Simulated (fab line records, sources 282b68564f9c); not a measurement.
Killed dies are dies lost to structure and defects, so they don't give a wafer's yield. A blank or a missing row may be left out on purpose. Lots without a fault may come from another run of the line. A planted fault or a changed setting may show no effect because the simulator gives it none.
One fault seen from 2 desks | flow rit_cmos | each desk has only its own numbers; what lay behind them comes last

THE TOOL OWNER'S DESK: implanter-02
The tool's own readings at RIT_PRETRO_IMPLANT_08: means of the sampled wafers that have a number, for each lot that ran on this tool. A lot is out of limits, marked OUT, if its mean lies more than 4 standard deviations from the usual mean; the brackets give that distance.
Columns: A = dose_ions_cm2 at RIT_PRETRO_IMPLANT_08, usual 1.1999e+13; B = end_station_pressure_torr at RIT_PRETRO_IMPLANT_08, usual 5.06e-06 Torr; C = faraday_current_uA at RIT_PRETRO_IMPLANT_08, usual 38.1
lot  | first seen here | A                            | B        | C
L323 | day 2 15:14     | 1.1985e+13                   | 5.01e-06 | 38.0
L325 | day 3 11:05     | 1.2003e+13                   | 4.81e-06 | 38.2
L331 | day 4 12:11     | 1.2013e+13                   | 4.97e-06 | 38.1
L339 | day 6 03:12     | 6.6087e+12 (-99 or more) OUT | 5.15e-06 | 21.2 (-23) OUT
L344 | day 6 18:58     | 6.5787e+12 (-99 or more) OUT | 5.13e-06 | 21.0 (-23) OUT
This desk's finding: out of limits on L339, L344; first on L339, day 6 03:12 (dose_ions_cm2 at RIT_PRETRO_IMPLANT_08). In limits: L323, L325, L331.

THE METROLOGY DESK
What the gauges read, lot by lot, whatever tool the lot ran on: means of the sampled wafers that have a number. A lot is out of limits, marked OUT, if its mean lies more than 4 standard deviations from the usual mean; the brackets give that distance.
Columns: A = NRETRO_OVL at RIT_NRETRO_OVL_MEAS_06, usual 0.5 nm; B = NRETRO_TW at RIT_NRETRO_TW_MEAS_10, usual 1058; C = PRETRO_TW at RIT_PRETRO_TW_MEAS_10, usual 475; D = PLDD_RS at RIT_SDANNEAL_RS_MEAS_06, usual 178.6 ohm/sq
lot  | first seen here | A    | B    | C             | D
L323 | day 2 13:23     | 0.1  | 1066 | 475           | 178.6
L324 | day 2 19:58     | 1.1  | 1054 | 473           | 177.6
L325 | day 3 09:04     | 3.3  | 1069 | 470           | 178.6
L328 | day 3 19:08     | 0.2  | 1068 | 477           | 179.0
L331 | day 4 10:08     | 1.8  | 1065 | 479           | 177.5
L330 | day 4 10:16     | 2.3  | 1057 | 473           | 178.3
L335 | day 5 11:39     | 0.1  | 1061 | 474           | 179.2
L338 | day 5 19:19     | -0.2 | 1052 | 480           | 178.6
L339 | day 6 00:37     | -0.0 | 1055 | 393 (-24) OUT | 178.9
L340 | day 6 02:01     | 0.0  | 1058 | 479           | 177.9
L341 | day 6 11:16     | -0.3 | 1060 | 470           | 179.2
L344 | day 6 16:38     | 0.4  | 1052 | 394 (-23) OUT | 178.9
L345 | day 7 01:14     | 0.3  | 1051 | 478           | 178.9
L346 | day 7 05:43     | 1.0  | 1060 | 473           | 178.3
This desk's finding: out of limits on L339, L344; first on L339, day 6 03:31 (PRETRO_TW at RIT_PRETRO_TW_MEAS_10). In limits: L323, L324, L325, L328, L331, L330, L335, L338, L340, L341, L345, L346.

PUT TOGETHER
The tool owner's desk could have raised an alarm at day 6 03:12, on L339, L344.
The metrology desk could have raised an alarm at day 6 03:31, on L339, L344.
Of the lots named, all ran RIT_PRETRO_IMPLANT_08 on implanter-02.

WHAT THE SIMULATOR HAD PUT IN
Process parameter drift: implanter-02, from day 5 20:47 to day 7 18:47, at RIT_PRETRO_IMPLANT_08. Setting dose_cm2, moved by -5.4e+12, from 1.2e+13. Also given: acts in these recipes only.
Lots struck among those shown: L339, L344.
Hours from the fault's start to each desk's first reading out of limits: the tool owner's desk, 6; the metrology desk, 7.
